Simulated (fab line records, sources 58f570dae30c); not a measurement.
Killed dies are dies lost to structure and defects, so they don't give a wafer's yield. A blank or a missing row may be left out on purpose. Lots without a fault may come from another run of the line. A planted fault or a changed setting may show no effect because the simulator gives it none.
Which tool did it? | flow berkeley_cmos170 | 7 lots, 21 wafers sampled, at 3 steps of a route of 331

WHAT THE GAUGES READ, wafer by wafer
UCB170_M1_CD_MEAS_90: target cd 700 nm.
lot  | measured     | on        | cd_nm (nm)
L682 | day 7 18:34  | cd_sem-02 | 699 703 702
L683 | day 8 00:45  | cd_sem-01 | 702 702 700
L686 | day 8 19:24  | cd_sem-01 | 705 703 704
L687 | day 8 20:54  | cd_sem-01 | 701 698 696
L695 | day 10 07:01 | cd_sem-02 | 687 684 684
L697 | day 10 18:40 | cd_sem-01 | 689 688 701
L702 | day 11 19:06 | cd_sem-02 | 703 700 700

WHICH TOOL RAN EACH LOT (tool, then ch and the chambers of the sampled wafers, then the start)
lot  | UCB170_M1_METAL_ETCH_12           | UCB170_M1_STRIP_13
L682 | rie_metal-03 ch 1, day 7 18:19    | plasma_asher-01 ch 0,1, day 7 18:26
L683 | rie_metal-03 ch 0,1, day 8 00:30  | plasma_asher-03 ch 1, day 8 00:38
L686 | rie_metal-03 ch 0,1, day 8 19:10  | plasma_asher-02 ch 0,1, day 8 19:17
L687 | rie_metal-04 ch 0,1, day 8 20:39  | plasma_asher-03 ch 0,1, day 8 20:47
L695 | rie_metal-04 ch 1, day 10 06:47   | plasma_asher-01 ch 0, day 10 06:55
L697 | rie_metal-04 ch 0,1, day 10 18:25 | plasma_asher-02 ch 0,1, day 10 18:33
L702 | rie_metal-03 ch 0,1, day 11 18:52 | plasma_asher-01 ch 0,1, day 11 19:00
- UCB170_M1_METAL_ETCH_12: etches Al in Cl2/BCl3, stops on PSG, target depth 780 nm, time 130 s.
- UCB170_M1_STRIP_13: strips in O2.

THE ANSWER, worked out from the rows above alone
Rule: what is usual is taken from the lots themselves. Put in order of their means at a reading, lots are off if they are a third of the lots or fewer, leave a main group of 4 or more, and stand apart from it by a gap of 3 or more times the standard deviation of the main group's means; of several such gaps the widest counts. A main group whose means are all the same, to the digits that the tables above print for the reading, isn't used. A lot without any number at a reading at which 4 lots or more have one is off too. The other lots that the step has rows for count as sound.
Off: L695, L697, at UCB170_M1_CD_MEAS_90 (cd_nm). The main group: mean 701 nm, standard deviation 1.8.
A tool fits if, at a process step before that reading, it ran every lot that is off, and no sound lot after the first of them. The gauges at UCB170_M1_CD_MEAS_90 are tried like those tools. One fits: rie_metal-04 at UCB170_M1_METAL_ETCH_12. Its last sound lot is L687 (day 8 20:39), its first lot that is off L695 (day 10 06:47): a fault that began between those two fits.

WHAT THE SIMULATOR HAD PUT IN
Process parameter drift: rie_metal-04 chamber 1, from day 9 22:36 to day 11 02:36, at UCB170_M1_METAL_ETCH_12. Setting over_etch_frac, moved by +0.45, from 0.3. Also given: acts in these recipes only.
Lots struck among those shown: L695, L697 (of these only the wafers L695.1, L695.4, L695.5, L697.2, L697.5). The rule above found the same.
